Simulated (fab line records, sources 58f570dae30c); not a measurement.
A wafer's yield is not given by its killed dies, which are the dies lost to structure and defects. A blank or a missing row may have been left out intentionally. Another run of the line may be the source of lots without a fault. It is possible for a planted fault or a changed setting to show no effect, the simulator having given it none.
Lot-split experiment    flow berkeleyCmos170    23 wafers read from 5 lots, route of 331 steps

== THE SPLIT ITSELF ==
At UCB170_WELLDRIVE_OXIDATION_01 (target thk 199 nm, ox time 9000 s), the setting oxTimeS was moved away from the recipe's 9000 s on 10 of the 23 wafers read, by -8.2% to -5.8%. The other wafers ran this setting at the recipe's value.

The reading comes from the split's own step.

== THE READING ==
SiO2_of_WELLDRIVE_OXIDATION_01.thkNm (the simulator's own value, which no gauge read), in nm, at UCB170_WELLDRIVE_OXIDATION_01 (target thk 199 nm, ox time 9000 s). The file gives no usual value for it. Average 199.0 nm, standard deviation 3 nm, over the 13 wafers here run with the recipe.

wafer   tool, chamber at the split  oxTimeS as run, s  against the recipe  SiO2_of_WELLDRIVE_OXIDATION_01.thkNm, nm  against lot-mates on the recipe
L074.1  -, -                        9000               recipe              194.9                                     -
L074.2  -, -                        9000               recipe              195.6                                     -
L074.4  -, -                        9000               recipe              194.7                                     -
L074.5  -, -                        9000               recipe              195.1                                     -
L074.6  -, -                        9000               recipe              197.6                                     -
L075.1  -, -                        8261               -8.2%               185.9                                     no lot-mate on the recipe
L075.3  -, -                        8261               -8.2%               189.9                                     no lot-mate on the recipe
L075.4  -, -                        8261               -8.2%               186.5                                     no lot-mate on the recipe
L075.5  -, -                        8261               -8.2%               187.6                                     no lot-mate on the recipe
L075.6  -, -                        8261               -8.2%               190.7                                     no lot-mate on the recipe
L078.1  furnace-03, 0               9000               recipe              200.5                                     -
L078.4  furnace-03, 0               9000               recipe              203.3                                     -
L078.5  furnace-03, 0               9000               recipe              200.6                                     -
L079.1  -, -                        9000               recipe              200.3                                     -
L079.2  -, -                        9000               recipe              199.9                                     -
L079.3  -, -                        9000               recipe              200.6                                     -
L079.4  -, -                        9000               recipe              199.4                                     -
L079.5  -, -                        9000               recipe              204                                       -
L082.1  -, -                        8474               -5.8%               189.1                                     no lot-mate on the recipe
L082.2  -, -                        8474               -5.8%               191.4                                     no lot-mate on the recipe
L082.4  -, -                        8474               -5.8%               189.4                                     no lot-mate on the recipe
L082.5  -, -                        8474               -5.8%               192                                       no lot-mate on the recipe
L082.6  -, -                        8474               -5.8%               192.7                                     no lot-mate on the recipe

THE FIT
A straight line over all 23 wafers: SiO2_of_WELLDRIVE_OXIDATION_01.thkNm changes by +1.34 nm for each +1% of oxTimeS; r = +0.88; the points scatter about the line by 2.6 nm.
Too few moved wafers have a lot-mate on the recipe to fit a line with each lot's own level taken away.

== THE FILE'S OWN FIT ==
SiO2_of_WELLDRIVE_OXIDATION_01.thkNm changes by +1.34 nm for each +1% of oxTimeS, r = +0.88.
